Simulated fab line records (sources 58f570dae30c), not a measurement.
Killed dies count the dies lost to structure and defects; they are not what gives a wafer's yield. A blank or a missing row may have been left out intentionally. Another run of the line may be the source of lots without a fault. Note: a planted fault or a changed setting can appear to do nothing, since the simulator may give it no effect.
One fault through the eyes of 2 desks || flow berkeley cmos170 || each desk has only its own numbers; what lay behind them comes last

AT THE METROLOGY DESK
What the gauges read, lot by lot, whatever tool the lot ran on: means of the sampled wafers that have a number. The brackets show how far a lot's mean lies from the usual mean; more than 4 standard deviations puts the lot out of limits, marked OUT.
Columns: A = SCREENOX_OXIDE_THK at UCB170_SCREENOX_THK_MEAS_02, usual 14.34 nm; B = FIELD_OXIDE_LEFT_2_THK at UCB170_FIELD_THK_MEAS_91, usual 356 nm; C = NLDD_TW at UCB170_NLDD_TW_MEAS_11, usual 2226
{"lot": "L315", "first seen here": "day 5 04:34", "A": 14.29, "B": 347, "C": 2228}
{"lot": "L317", "first seen here": "day 5 07:59", "A": 14.62, "B": 344, "C": 2225}
{"lot": "L316", "first seen here": "day 5 07:59", "A": 14.63, "B": 363, "C": 2232}
{"lot": "L320", "first seen here": "day 5 15:40", "A": 14.31, "B": 366, "C": 2223}
{"lot": "L321", "first seen here": "day 6 04:32", "A": 14.82, "B": 378, "C": 2221}
{"lot": "L322", "first seen here": "day 6 19:26", "A": 14.17, "B": 383, "C": 2232}
{"lot": "L327", "first seen here": "day 7 03:05", "A": 14.45, "B": 352, "C": 2224}
{"lot": "L325", "first seen here": "day 7 03:07", "A": 14.33, "B": 345, "C": 2214}
{"lot": "L330", "first seen here": "day 8 02:00", "A": 14.47, "B": 351, "C": 2230}
{"lot": "L331", "first seen here": "day 8 16:44", "A": 13.63, "B": 351, "C": "-"}
{"lot": "L332", "first seen here": "day 9 00:10", "A": 14.46, "B": 357, "C": "-"}
{"lot": "L335", "first seen here": "day 9 03:52", "A": 14.44, "B": 347, "C": 2235}
{"lot": "L336", "first seen here": "day 10 00:02", "A": 14.23, "B": 364, "C": 2215}
{"lot": "L338", "first seen here": "day 10 05:17", "A": 14.47, "B": 347, "C": 2233}
Finding of this desk: none of the 14 lots has anything out of limits.

THE TOOL OWNER'S DESK: krf scanner-01
The tool's own readings at UCB170_GATE_EXPOSE_09 (exposes mask POLY, target cd 350 nm): means of the sampled wafers that have a number, for each lot that ran on this tool. The brackets show how far a lot's mean lies from the usual mean; more than 4 standard deviations puts the lot out of limits, marked OUT.
Columns: A = exposure dose mJ cm2 at UCB170_GATE_EXPOSE_09, usual 20.987; B = focus offset nm at UCB170_GATE_EXPOSE_09, usual 0.0 nm
{"lot": "L315", "first seen here": "day 5 22:05", "A": 20.993, "B": 0.3}
{"lot": "L317", "first seen here": "day 6 00:17", "A": 20.985, "B": -0.0}
{"lot": "L322", "first seen here": "day 7 11:56", "A": 20.981, "B": -0.1}
{"lot": "L330", "first seen here": "day 8 21:18", "A": 21.015, "B": 0.4}
{"lot": "L336", "first seen here": "day 10 23:04", "A": 21.001, "B": -0.3}
Finding of this desk: none of the 5 lots has anything out of limits.

ALL TOGETHER
Metrology desk: nothing out of limits seen.
Nothing out of limits was seen by the tool owner's desk.

WHAT THE SIMULATOR HAD PUT IN
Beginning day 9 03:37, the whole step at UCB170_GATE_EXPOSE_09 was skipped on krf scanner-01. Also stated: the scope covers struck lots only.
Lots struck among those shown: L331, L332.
